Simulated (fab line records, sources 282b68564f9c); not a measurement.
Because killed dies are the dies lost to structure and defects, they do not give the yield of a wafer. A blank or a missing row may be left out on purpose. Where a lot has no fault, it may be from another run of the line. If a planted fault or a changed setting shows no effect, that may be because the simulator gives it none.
Struck lot and sound lot, side by side    flow rit-cmos    10 out of 202 route steps
Sound: these wafers, L759.1, L759.5, L759.6. Wafers struck: L755.1, L755.4, L755.6. Last of all comes the cause.
Each step with rows lists, per side, the tool, then ch with its chambers, then its first start. Under that, the readings that differ: sound wafers    struck wafers    difference of the means    sigmas: that difference in standard deviations of wafers without a fault.
alike: same words and numbers on both sides, and readings whose means sit less than 2 such deviations apart. not compared: any withheld reading, any reading some wafer has no value for, any bound like >300 that may hide the same value, and any number with overlapping values for which the record gives no deviation.
The two part at a step that has a row with sigmas, a row that says differs or no value, or rows on one side only. Non-overlapping numbers with no deviation appear without sigmas and do not part them. A reading that every wafer of one side lacks parts them only if that side has two wafers or more.

RIT_ACTIVE_BOW_MEAS_00:
  sound on film-metro-03 at day 3 12:00; struck on film-metro-01 at day 2 16:00
  alike: INCOMING_BOW
then, 1 step without rows for these wafers: RIT_ACTIVE_OXIDATION_01 (target thk 46.8 nm, ox time 3360 s).
RIT_ACTIVE_THK_MEAS_02:
  sound on film-metro-03 at day 3 16:03; struck on film-metro-01 at day 2 19:22
  alike: ACTIVE_OXIDE_THK
then, 1 step without rows for these wafers: RIT_ACTIVE_CVD_03 (deposits Si3N4 from SiH2Cl2/NH3, target thk 150 nm, time 1500 s).
RIT_ACTIVE_THK_MEAS_04:
  sound on film-metro-02 at day 3 17:32; struck on film-metro-02 at day 2 20:50
  alike: ACTIVE_NITRIDE_THK
then, 3 steps without rows for these wafers: RIT_ACTIVE_HMDS_05 (prime time 60 s); RIT_ACTIVE_COAT_06 (resist thk 1000 nm); RIT_ACTIVE_SOFTBAKE_07 (time 60 s).
RIT_ACTIVE_EXPOSE_08: exposes mask M1, target cd 1400 nm.
  struck on iline-stepper-01, day 2 21:28; sound on iline-stepper-01 ch 0, day 3 18:02
  no value came back on the struck wafers for exposure-dose-mJ-cm2, focus-offset-nm (nm), reticle-temp-C (C); on the sound wafers exposure-dose-mJ-cm2 reads 226.1 226.3 226.2
  alike: mask
after that, 1 step had no rows for these wafers: RIT_ACTIVE_PEB_09.

== WHERE THEY PART ==
Only at RIT_ACTIVE_EXPOSE_08, within this record.

WHY: the cause the simulator had injected
Step skipped in full: iline-stepper-01, at RIT_ACTIVE_EXPOSE_08, from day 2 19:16 onward. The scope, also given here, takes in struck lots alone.
